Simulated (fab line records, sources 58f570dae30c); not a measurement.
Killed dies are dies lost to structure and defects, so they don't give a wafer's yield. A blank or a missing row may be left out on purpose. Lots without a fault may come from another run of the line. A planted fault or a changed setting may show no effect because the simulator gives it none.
Tool commonality check | flow berkeley_cmos170 | 14 lots, 42 wafers sampled

WHY IT WAS OPENED
At UCB170_FIELD_THK_MEAS_02 the reading FIELD_OXIDE_THK is flagged on 2 of 14 lots. Wafers without a fault read 557 nm, standard deviation 9.3.
Rule: a lot is flagged when every wafer of it that has a number lies more than 4 standard deviations from that mean, or none has a number. The other lots count as sound.

lot  | measured    | on            | FIELD_OXIDE_THK (nm), wafer by wafer | flag
L793 | day 4 21:14 | film_metro-01 | 558 546 550                          |
L795 | day 5 02:47 | film_metro-02 | 540 542 547                          |
L796 | day 5 11:19 | film_metro-02 | 658 663 653                          | FLAGGED
L797 | day 5 11:19 | film_metro-03 | 659 664 660                          | FLAGGED
L805 | day 7 04:20 | film_metro-01 | 553 573 558                          |
L806 | day 7 11:24 | film_metro-01 | 558 559 562                          |
L807 | day 7 11:24 | film_metro-03 | 558 559 571                          |
L808 | day 7 11:24 | film_metro-02 | 570 564 563                          |
L809 | day 7 21:26 | film_metro-02 | 553 554 556                          |
L811 | day 8 08:42 | film_metro-02 | 554 560 558                          |
L812 | day 8 17:20 | film_metro-03 | 563 559 567                          |
L813 | day 8 17:20 | film_metro-01 | 570 582 583                          |
L815 | day 8 23:58 | film_metro-03 | 557 547 555                          |
L816 | day 9 00:00 | film_metro-01 | 562 552 547                          |
The numbers of the flagged lots are 660 nm on average: +102 nm against the usual, or +11 standard deviations.

WHICH TOOL RAN EACH LOT
The record holds 1 process step before the reading, out of a route of 331 steps. In each cell: the tool, then ch and the chambers that the sampled wafers went through, then the start.
lot  | flag    | UCB170_FIELD_OXIDATION_01
L793 |         | furnace-03 ch 0, day 4 18:13
L795 |         | furnace-03 ch 0, day 4 23:47
L796 | FLAGGED | furnace-03 ch 0, day 5 08:19
L797 | FLAGGED | furnace-03 ch 0, day 5 08:19
L805 |         | furnace-01 ch 0, day 7 01:20
L806 |         | furnace-04 ch 0, day 7 08:24
L807 |         | furnace-04 ch 0, day 7 08:24
L808 |         | furnace-04 ch 0, day 7 08:24
L809 |         | furnace-04 ch 0, day 7 18:25
L811 |         | furnace-04 ch 0, day 8 05:41
L812 |         | furnace-01 ch 0, day 8 14:19
L813 |         | furnace-01 ch 0, day 8 14:19
L815 |         | furnace-04 ch 0, day 8 20:58
L816 |         | furnace-04 ch 0, day 8 20:58
What these steps do:
- UCB170_FIELD_OXIDATION_01: target thk 558.3 nm, ox time 7200 s.
- UCB170_FIELD_THK_MEAS_02

FLAGGED OVER TOTAL, TOOL BY TOOL (the gauges that took the reading come last)
step                      | tool          | lots run | flagged | share of the flagged lots | sound lots run after its first flagged lot
UCB170_FIELD_OXIDATION_01 | furnace-01    | 3        | 0       | none                      | -
UCB170_FIELD_OXIDATION_01 | furnace-03    | 4        | 2       | all                       | 0
UCB170_FIELD_OXIDATION_01 | furnace-04    | 7        | 0       | none                      | -
UCB170_FIELD_THK_MEAS_02  | film_metro-01 | 5        | 0       | none                      | -
UCB170_FIELD_THK_MEAS_02  | film_metro-02 | 5        | 1       | some                      | 3 (L808,L809,L811)
UCB170_FIELD_THK_MEAS_02  | film_metro-03 | 4        | 1       | some                      | 3 (L807,L812,L815)

WHAT THE TABLE ALLOWS
1 row of the table ran every flagged lot: furnace-03 at UCB170_FIELD_OXIDATION_01.
- furnace-03 at UCB170_FIELD_OXIDATION_01: 2 of its 4 lots flagged. Its last sound lot is L795 (day 4 23:47), its first flagged lot L796 (day 5 08:19): a fault that began between those two fits. Its own readings lie more than 4 standard deviations out on every wafer of the flagged lots: spike_tc_centre_C, spike_tc_load_C, spike_tc_source_C, tube_center_temp_C, tube_center_temp_C_max.
One tool is left: furnace-03 at UCB170_FIELD_OXIDATION_01.

WHAT THE SIMULATOR HAD PUT IN
Process parameter drift: furnace-03, from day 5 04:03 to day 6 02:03, at UCB170_FIELD_OXIDATION_01. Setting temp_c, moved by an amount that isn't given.
Lots struck among those shown: L796, L797. The rule above found the same.
